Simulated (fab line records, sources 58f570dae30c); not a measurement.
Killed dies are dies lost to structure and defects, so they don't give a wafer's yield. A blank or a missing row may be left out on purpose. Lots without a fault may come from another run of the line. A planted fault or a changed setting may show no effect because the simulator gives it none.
One fault seen from 2 desks | flow berkeley_cmos170 | each desk has only its own numbers; what lay behind them comes last

THE TOOL OWNER'S DESK: lpcvd-01
The tool's own readings at UCB170_GATE_CVD_04 (deposits poly-Si from SiH4, time 1440 s, target thk 214 nm): means of the sampled wafers that have a number, for each lot that ran on this tool. A lot is out of limits, marked OUT, if its mean lies more than 4 standard deviations from the usual mean; the brackets give that distance.
Columns: A = pressure_mtorr at UCB170_GATE_CVD_04, usual 375.0 mTorr; B = spike_tc_source_C at UCB170_GATE_CVD_04, usual 628.9 C
lot  | first seen here | A     | B
L215 | day 7 21:16     | 374.3 | 629.1
L221 | day 9 14:08     | 375.8 | 629.0
L224 | day 10 08:09    | 375.7 | 629.2
L225 | day 11 03:58    | 375.9 | 629.6
L226 | day 11 03:58    | 374.2 | 625.4
This desk's finding: nothing out of limits on any of the 5 lots.

THE METROLOGY DESK
What the gauges read, lot by lot, whatever tool the lot ran on: means of the sampled wafers that have a number. A lot is out of limits, marked OUT, if its mean lies more than 4 standard deviations from the usual mean; the brackets give that distance.
Columns: A = ACTIVE_NITRIDE_THK at UCB170_ACTIVE_THK_MEAS_06, usual 220.0 nm; B = PFIELD_TW at UCB170_PFIELD_TW_MEAS_09, usual 599; C = GATE_POLY_THK at UCB170_GATE_THK_MEAS_05, usual 214.2 nm; D = NLDD_OVL at UCB170_NLDD_OVL_MEAS_07, usual 0 nm
lot  | first seen here | A     | B   | C               | D
L214 | day 4 12:34     | 219.2 | 606 | 211.6           | -11
L215 | day 4 22:24     | 224.2 | 596 | 218.3           | -3
L216 | day 5 10:05     | 218.9 | 596 | 217.0           | 3
L221 | day 6 03:46     | 219.0 | 595 | 213.8           | -7
L224 | day 7 02:13     | 220.7 | 605 | 212.6           | -4
L225 | day 7 13:58     | 220.7 | 606 | 146.3 (-36) OUT | -1
L226 | day 7 23:04     | 218.1 | 599 | 144.8 (-37) OUT | 1
L229 | day 8 12:08     | 221.9 | 598 | 211.6           | 2
L230 | day 8 12:08     | 219.4 | 596 | 213.0           | 5
L228 | day 8 12:08     | 219.9 | 595 | 214.5           | 0
L231 | day 9 06:40     | 219.5 | 592 | 212.3           | -9
L233 | day 9 18:17     | 219.6 | 594 | 213.0           | 5
L232 | day 9 18:18     | 218.5 | 592 | 214.0           | 5
L235 | day 10 07:14    | 220.0 | 605 | 212.5           | -3
This desk's finding: out of limits on L225, L226; first on L225, day 11 05:22 (GATE_POLY_THK at UCB170_GATE_THK_MEAS_05). In limits: L214, L215, L216, L221, L224, L229, L230, L228, L231, L233, L232, L235.

PUT TOGETHER
The metrology desk could have raised an alarm at day 11 05:22, on L225, L226.
The tool owner's desk saw nothing out of limits.
The tool owner's desk has L225, L226 on record, within its limits.
Of the lots named, all ran UCB170_GATE_CVD_04 on lpcvd-01.

WHAT THE SIMULATOR HAD PUT IN
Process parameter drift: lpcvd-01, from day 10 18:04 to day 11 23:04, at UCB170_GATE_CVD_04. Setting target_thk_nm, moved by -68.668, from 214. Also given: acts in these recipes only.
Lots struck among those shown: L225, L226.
Hours from the fault's start to each desk's first reading out of limits: the metrology desk, 11.
